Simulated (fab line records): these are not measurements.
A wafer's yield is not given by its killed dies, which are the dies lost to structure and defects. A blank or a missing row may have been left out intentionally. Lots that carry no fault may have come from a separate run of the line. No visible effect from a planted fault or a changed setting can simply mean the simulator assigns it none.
Which tool is to blame? + flow ritCmos + 14 lots with 41 wafers sampled at 5 steps, on a route of 202 steps

## WHAT THE GAUGES SHOWED, per wafer
RIT_ACTIVE_THK_MEAS_02. Usual: ACTIVE_OXIDE_THK typically reads 45.5 nm, with standard deviation 0.98.
| lot  | measured    | on           | ACTIVE_OXIDE_THK (nm) | flag |
|------|-------------|--------------|-----------------------|------|
| L765 | day 1 12:05 | filmMetro-03 | 46.2 46.2 46.0        |      |
| L766 | day 1 17:07 | filmMetro-02 | 44.5 43.8 44.0        |      |
| L767 | day 1 22:04 | filmMetro-01 | 44.7 44.5 44.4        |      |
| L768 | day 2 03:05 | filmMetro-03 | 44.6 44.1 44.8        |      |
| L769 | day 2 08:05 | filmMetro-01 | 44.7 43.9 44.7        |      |
| L770 | day 2 13:04 | filmMetro-01 | 36.9 36.3 37.2        | OFF  |
| L771 | day 2 18:03 | filmMetro-03 | 46.4 45.0 46.2        |      |
| L776 | day 3 19:05 | filmMetro-02 | 40.1 38.7             | OFF  |
| L779 | day 4 10:04 | filmMetro-02 | 46.4 46.0 45.6        |      |
| L780 | day 4 15:03 | filmMetro-03 | 46.2 46.1 45.4        |      |
| L783 | day 5 06:04 | filmMetro-03 | 47.6 46.2 46.5        |      |
| L786 | day 5 22:02 | filmMetro-02 | 44.3 44.3 45.0        |      |
| L787 | day 6 02:04 | filmMetro-01 | 45.6 45.3 46.3        |      |
| L788 | day 6 07:04 | filmMetro-02 | 46.2 46.6 46.2        |      |

RIT_NWELL_OVL_MEAS_06. Usual: NWELL_OVL typically reads 0.0 nm, with standard deviation 1.5.
| lot  | measured    | on         | NWELL_OVL (nm) | flag |
|------|-------------|------------|----------------|------|
| L765 | day 1 21:27 | overlay-02 | 0.3 0.1 0.2    |      |
| L766 | day 2 01:32 | overlay-02 | 0.3 1.1 1.3    |      |
| L767 | day 2 06:16 | overlay-02 | -1.6 -0.4 0.9  |      |
| L768 | day 2 12:41 | overlay-02 | 0.2 0.2 -0.7   |      |
| L769 | day 2 17:04 | overlay-02 | 0.9 2.1 1.9    |      |
| L770 | day 2 23:15 | overlay-01 | 0.2 -0.4 -0.4  |      |
| L771 | day 3 02:53 | overlay-02 | -2.8 -2.4 -1.8 |      |
| L776 | day 4 03:13 | overlay-01 | 1.4 -0.8       |      |
| L779 | day 4 19:07 | overlay-01 | 1.2 1.5 1.3    |      |
| L780 | day 4 23:23 | overlay-01 | -2.0 -0.6 0.3  |      |
| L783 | day 5 15:23 | overlay-02 | -1.4 0.1 -1.2  |      |
| L786 | day 6 06:40 | overlay-01 | -3.4 -1.4 -2.1 |      |
| L787 | day 6 11:03 | overlay-02 | 0.9 1.7 0.1    |      |
| L788 | day 6 15:28 | overlay-01 | 1.5 1.4 1.1    |      |

RIT_NRETRO_TW_MEAS_10. Usual: NRETRO_TW typically reads 1051, with standard deviation 6.9.
| lot  | measured    | on           | NRETRO_TW      | flag |
|------|-------------|--------------|----------------|------|
| L765 | day 2 07:03 | filmMetro-01 | 1043 1050 1042 |      |
| L766 | day 2 10:45 | filmMetro-02 | 1057 1057 1054 |      |
| L767 | day 2 15:18 | filmMetro-01 | 1044 1039 1043 |      |
| L768 | day 2 22:01 | filmMetro-01 | 1047 1033 1042 |      |
| L769 | day 3 02:22 | filmMetro-03 | 1059 1054 1054 |      |
| L770 | day 3 08:34 | filmMetro-03 | 1059 1061 1057 |      |
| L771 | day 3 12:31 | filmMetro-03 | 1056 1056 1058 |      |
| L776 | day 4 12:44 | filmMetro-03 | 1052 1049      |      |
| L779 | day 5 04:21 | filmMetro-02 | 1061 1053 1062 |      |
| L780 | day 5 09:16 | filmMetro-01 | 1045 1040 1045 |      |
| L783 | day 6 01:44 | filmMetro-02 | 1054 1058 1062 |      |
| L786 | day 6 15:50 | filmMetro-03 | 1053 1060 1057 |      |
| L787 | day 6 20:21 | filmMetro-01 | 1052 1048 1049 |      |
| L788 | day 7 01:26 | filmMetro-02 | 1052 1060 1057 |      |

RIT_CONTACT_OVL_MEAS_09. Usual: CONTACT_OVL typically reads 1.7 nm, with standard deviation 1.3.
| lot  | measured    | on         | CONTACT_OVL (nm) | flag |
|------|-------------|------------|------------------|------|
| L765 | day 3 06:14 | overlay-01 | 1.1 2.2 2.0      |      |
| L766 | day 3 09:01 | overlay-02 | 1.0 3.0 1.3      |      |
| L767 | day 3 14:39 | overlay-01 | 0.8 2.9 3.0      |      |
| L768 | day 3 20:33 | overlay-02 | 2.6 2.1 1.2      |      |
| L769 | day 3 23:50 | overlay-02 | 3.8 3.9 4.1      |      |
| L770 | day 4 07:05 | overlay-02 | 2.9 3.7 1.2      |      |
| L771 | day 4 12:11 | overlay-02 | -0.1 0.3 2.2     |      |
| L776 | day 5 12:05 | overlay-02 | 2.3 2.2          |      |
| L779 | day 6 02:34 | overlay-02 | 1.8 2.3 3.3      |      |
| L780 | day 6 08:46 | overlay-02 | 1.7 3.0 1.8      |      |
| L783 | day 6 22:43 | overlay-01 | 1.4 2.2 0.0      |      |
| L786 | day 7 13:05 | overlay-02 | 0.8 1.9 0.8      |      |
| L787 | day 7 18:42 | overlay-01 | 1.8 -0.7 0.0     |      |
| L788 | day 7 22:25 | overlay-01 | 2.7 2.0 1.3      |      |

## EACH LOT AND THE TOOL THAT RAN IT (in order: tool; ch and the chambers of the sampled wafers; start)
| lot  | RIT_ACTIVE_OXIDATION_01      |
|------|------------------------------|
| L765 | furnace-04 ch 0, day 1 10:07 |
| L766 | furnace-03 ch 0, day 1 15:10 |
| L767 | furnace-04 ch 0, day 1 20:07 |
| L768 | furnace-01 ch 0, day 2 01:07 |
| L769 | furnace-01 ch 0, day 2 06:07 |
| L770 | furnace-01 ch 0, day 2 11:07 |
| L771 | furnace-04 ch 0, day 2 16:07 |
| L776 | furnace-01 ch 0, day 3 17:07 |
| L779 | furnace-04 ch 0, day 4 08:07 |
| L780 | furnace-04 ch 0, day 4 13:07 |
| L783 | furnace-04 ch 0, day 5 04:07 |
| L786 | furnace-03 ch 0, day 5 20:05 |
| L787 | furnace-04 ch 0, day 6 00:07 |
| L788 | furnace-04 ch 0, day 6 05:07 |
- RIT_ACTIVE_OXIDATION_01: target thk 46.8 nm, ox time 3202 s.

## AS READ BY THE TOOLS THEMSELVES (means over the sampled wafers that have a number; for cases with no such wafer, the mark the record gives instead)
The record holds no such reading with a usual standard deviation.

## THE ANSWER, worked out from the rows above alone
Rule: lot off if the mean of its wafers having a number is beyond 3 standard deviations from the usual mean. A lot without any number at a reading at which 4 lots or more have one is off too. The other lots that the step has rows for count as sound. The gauges are gone through in route order, then the tools' own readings, and for those a lot's mean is taken as printed above. The first step at which some lot is off is used, and at that step the reading that is off furthest; a lot without a number counts as furthest.
Off: L770, L776, at RIT_ACTIVE_THK_MEAS_02 (ACTIVE_OXIDE_THK).
If a tool, at a process step before that reading, ran all the lots that are off and no sound lot after the first of them, it fits. Gauges at RIT_ACTIVE_THK_MEAS_02: tried the same way as those tools. One fits: RIT_ACTIVE_OXIDATION_01 on furnace-01. A fault onset in the window from L769 (day 2 06:07, its last sound lot) to L770 (day 2 11:07, its first lot off) fits.

## WHAT THE SIMULATOR HAD PUT IN
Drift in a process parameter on furnace-01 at RIT_ACTIVE_OXIDATION_01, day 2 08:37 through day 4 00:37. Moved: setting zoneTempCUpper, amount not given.
Shown lots that were struck: L770, L776. Same finding as the rule above.
